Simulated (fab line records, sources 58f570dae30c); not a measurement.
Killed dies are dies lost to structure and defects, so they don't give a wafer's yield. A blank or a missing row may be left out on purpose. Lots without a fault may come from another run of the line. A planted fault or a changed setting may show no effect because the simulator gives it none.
Problem report in the 8D (eight disciplines) form, filled by code | flow berkeley_cmos170 | the parts of the form that need people (team, actions taken, sign-off) are left out

1. THE PROBLEM
PLDD_TW at UCB170_PLDD_TW_MEAS_11 reads a mean of 962 on 6 wafers of 2 lots; wafers without a fault read 1009 with a standard deviation of 3.8. That is -12 standard deviations from the usual mean.
First seen on wafer L759.3, day 8 06:09, on film_metro-04. The record holds 42 wafers of 14 lots with a number at this step. Rule for "out", or "out of limits": more than 4 standard deviations from the usual mean. The other wafers with a number count as sound.

2. WHAT IT IS AND WHAT IT IS NOT
question                    | is                     | is not
which readings at this step | PLDD_TW                | -
which lots                  | L759, L764             | L755, L756, L758, L760, L768, L769, L771, L772, L773, L774, L776, L777
which wafers of those lots  | all that have a number | -
read on which gauges        | film_metro-04          | film_metro-01, film_metro-03
when                        | from day 8 06:09       | up to then (9 sound wafers); but 27 sound wafers of L758, L768, L769, L771, L772, L773, L774, L776, L777 came after

3. SUSPECTS, AND WHAT RULES EACH OUT
Counting: a tool at a process step up to the reading stays a suspect if it ran every lot that is out and no sound lot after the first of them.
- the gauge at UCB170_PLDD_TW_MEAS_11: ruled out. All the wafers that are out were read on film_metro-04, but those of them that UCB170_PLDD_IMPLANT_09 has rows for are out there too, on other tools.
- implanter-01 at UCB170_PLDD_IMPLANT_09: kept. It ran every lot that is out, first L759 (day 8 05:56), and no sound lot after that; its last sound lot up to then is L760 (day 8 05:03). Its own readings are out on those wafers: beam_energy_keV, beam_on_s, faraday_current_uA.
Left after counting: implanter-01 at UCB170_PLDD_IMPLANT_09.

4. THE CAUSE (what the simulator had put in)
Process parameter drift: implanter-01, from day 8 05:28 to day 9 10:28, at UCB170_PLDD_IMPLANT_09. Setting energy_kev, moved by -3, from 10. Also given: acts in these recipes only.
Counting left only this tool.

5. THE CHAIN OF EFFECTS, in route order
Each row: a reading whose mean over the struck wafers that have a number lies more than 3 standard deviations from the usual. Only readings for which the record gives a usual standard deviation are gone through. hours: the time from each lot's start at the first step in this table that gives one to its start at this step, as a median over the lots. sigmas: the change in usual standard deviations.
hours | step                       | reading            | usual       | on struck wafers | change | sigmas
0     | UCB170_PLDD_IMPLANT_09     | beam_energy_keV    | 10.000      | 6.999            | -3.001 | -99 or more
0     | UCB170_PLDD_IMPLANT_09     | beam_on_s          | 10.01 s     | 16.65            | +6.64  | +37
0     | UCB170_PLDD_IMPLANT_09     | faraday_current_uA | 158.5       | 95.1             | -63.4  | -23
0     | UCB170_PLDD_TW_MEAS_11     | PLDD_TW            | 1009        | 962              | -47    | -12
17    | UCB170_SDANNEAL_RS_MEAS_04 | PLDD_RS            | 1032 ohm/sq | 1045             | +13    | +4.4
The process steps in it:
- UCB170_PLDD_IMPLANT_09

6. WHAT WOULD HAVE CAUGHT IT SOONER
In this record the first reading out of limits at a measuring or inspecting step was taken at day 8 06:09, 1 hour after the fault began at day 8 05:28.
The tool's own readings at UCB170_PLDD_IMPLANT_09 were out on every struck wafer that the step has a row for (beam_energy_keV, beam_on_s, faraday_current_uA): an alarm limit on them would have fired on the first of those.
Of the lots that are out (2), L764 began UCB170_PLDD_IMPLANT_09 on implanter-01 after day 8 06:09. A hold on the tool at that time would have spared it.
